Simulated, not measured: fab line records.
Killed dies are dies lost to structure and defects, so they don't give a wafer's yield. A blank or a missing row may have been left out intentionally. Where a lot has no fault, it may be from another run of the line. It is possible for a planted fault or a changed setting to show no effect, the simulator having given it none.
One fault seen from 2 desks -- flow rit_cmos -- each desk holds nothing but its own numbers, with what lay behind them at the end

## THE TOOL OWNER'S DESK: plasma_asher-02
The tool's own readings at RIT_NWELL_STRIP_09 (strips in O2, time 180 s): means of the sampled wafers that have a number, for each lot that ran on this tool. Marked OUT: a lot whose mean sits more than 4 standard deviations from the usual mean, which makes it out of limits; the brackets give that distance.
Columns: A = drypump_motor_current_A at RIT_NWELL_STRIP_09, usual 5.7 A; B = run_length_s at RIT_NWELL_STRIP_09, usual 208.4 s
lot,first seen here,A,B
L287,day 2 04:45,5.8,208.0
L288,day 2 08:45,6.1,208.3
L290,day 2 16:48,6.1,208.2
L292,day 3 06:07,6.3,208.4
L294,day 3 17:09,6.3,208.4
L297,day 4 08:04,6.3,208.7
L299,day 4 13:55,6.3,72.3 (-99 or more) OUT
This desk's finding: out of limits on L299; first on L299, day 4 13:55 (run_length_s at RIT_NWELL_STRIP_09). In limits: L287, L288, L290, L292, L294, L297.

## AT THE METROLOGY DESK
What the gauges read for every lot (on any tool): the sampled wafers with a number, averaged. Marked OUT: a lot whose mean sits more than 4 standard deviations from the usual mean, which makes it out of limits; the brackets give that distance.
Columns: A = INCOMING_BOW at RIT_ACTIVE_BOW_MEAS_00, usual -1 um; B = ACTIVE_NITRIDE_THK at RIT_ACTIVE_THK_MEAS_04, usual 150.2 nm; C = NRETRO_TW at RIT_NRETRO_TW_MEAS_10, usual 1048
lot,first seen here,A,B,C
L287,day 1 15:01,6,150.0,1043
L288,day 1 20:00,-4,150.1,1054
L290,day 2 06:00,4,151.9,1047
L291,day 2 11:02,7,150.3,1042
L292,day 2 16:01,-1,150.5,1041
L294,day 3 02:00,2,149.2,1049
L296,day 3 12:00,-3,150.3,1048
L297,day 3 17:00,-4,149.9,1051
L299,day 4 03:01,5,149.3,31 (-99 or more) OUT
L300,day 4 08:04,-4,151.4,1055
L303,day 4 23:01,-1,149.5,1068
L307,day 5 19:00,0,150.4,1043
L309,day 6 05:00,-1,145.7,1035
This desk's result: L299 out of limits, first on L299 (NRETRO_TW at RIT_NRETRO_TW_MEAS_10), day 4 23:43. In limits: L287, L288, L290, L291, L292, L294, L296, L297, L300, L303, L307, L309.

## ALL TOGETHER
On L299, at day 4 13:55, an alarm was possible from the tool owner's desk.
The metrology desk could have raised an alarm at day 4 23:43, on L299.
All the named lots went through RIT_NWELL_STRIP_09 on plasma_asher-02.

## WHAT THE SIMULATOR HAD PUT IN
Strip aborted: plasma_asher-02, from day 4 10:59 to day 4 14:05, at RIT_NWELL_STRIP_09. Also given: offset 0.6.
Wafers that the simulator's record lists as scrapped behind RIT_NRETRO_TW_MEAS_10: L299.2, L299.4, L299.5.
Shown lots that were struck: L299.
Counting hours from when the fault started, the first reading out of limits came at 3 for the tool owner's desk and at 13 for the metrology desk.
